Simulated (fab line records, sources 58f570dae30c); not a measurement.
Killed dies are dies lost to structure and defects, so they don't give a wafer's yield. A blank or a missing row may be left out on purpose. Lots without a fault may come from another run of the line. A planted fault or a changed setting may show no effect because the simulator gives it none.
Which tool did it? | flow berkeley_cmos170 | 6 lots, 18 wafers sampled, at 2 steps of a route of 331

WHAT THE GAUGES READ, wafer by wafer
UCB170_SPACER_THK_MEAS_01.
lot  | measured     | on            | SPACER_TEOS_THK (nm)
L903 | day 6 21:14  | film_metro-03 | 373 370 376
L906 | day 7 00:37  | film_metro-01 | 369 371 377
L910 | day 7 12:58  | film_metro-01 | 374 379 380
L914 | day 8 13:40  | film_metro-04 | 373 383 377
L917 | day 9 02:08  | film_metro-04 | 371 374 379
L924 | day 10 14:29 | film_metro-01 | 241 375 377 241 375 377

WHICH TOOL RAN EACH LOT (tool, then ch and the chambers of the sampled wafers, then the start)
lot  | UCB170_SPACER_CVD_00
L903 | pecvd-03 ch 0,1,2, day 6 21:11
L906 | pecvd-03 ch 0,1, day 7 00:34
L910 | pecvd-01 ch 0,1,2, day 7 12:54
L914 | pecvd-02 ch 0,2, day 8 13:37
L917 | pecvd-03 ch 0,1,2, day 9 02:05
L924 | pecvd-03 ch 0,1,2, day 10 14:26
- UCB170_SPACER_CVD_00: deposits SiO2 from TEOS/O2, target thk 376 nm, time 47 s.

THE ANSWER, worked out from the rows above alone
Rule: what is usual is taken from the lots themselves. Put in order of their means at a reading, lots are off if they are a third of the lots or fewer, leave a main group of 4 or more, and stand apart from it by a gap of 3 or more times the standard deviation of the main group's means; of several such gaps the widest counts. A main group whose means are all the same, to the digits that the tables above print for the reading, isn't used. A lot without any number at a reading at which 4 lots or more have one is off too. The other lots that the step has rows for count as sound.
Off: L924, at UCB170_SPACER_THK_MEAS_01 (SPACER_TEOS_THK). The main group: mean 375 nm, standard deviation 2.3.
A tool fits if, at a process step before that reading, it ran every lot that is off, and no sound lot after the first of them. The gauges at UCB170_SPACER_THK_MEAS_01 are tried like those tools. Can't be told from this: 2 tools fit, pecvd-03 at UCB170_SPACER_CVD_00, film_metro-01 at UCB170_SPACER_THK_MEAS_01.

WHAT THE SIMULATOR HAD PUT IN
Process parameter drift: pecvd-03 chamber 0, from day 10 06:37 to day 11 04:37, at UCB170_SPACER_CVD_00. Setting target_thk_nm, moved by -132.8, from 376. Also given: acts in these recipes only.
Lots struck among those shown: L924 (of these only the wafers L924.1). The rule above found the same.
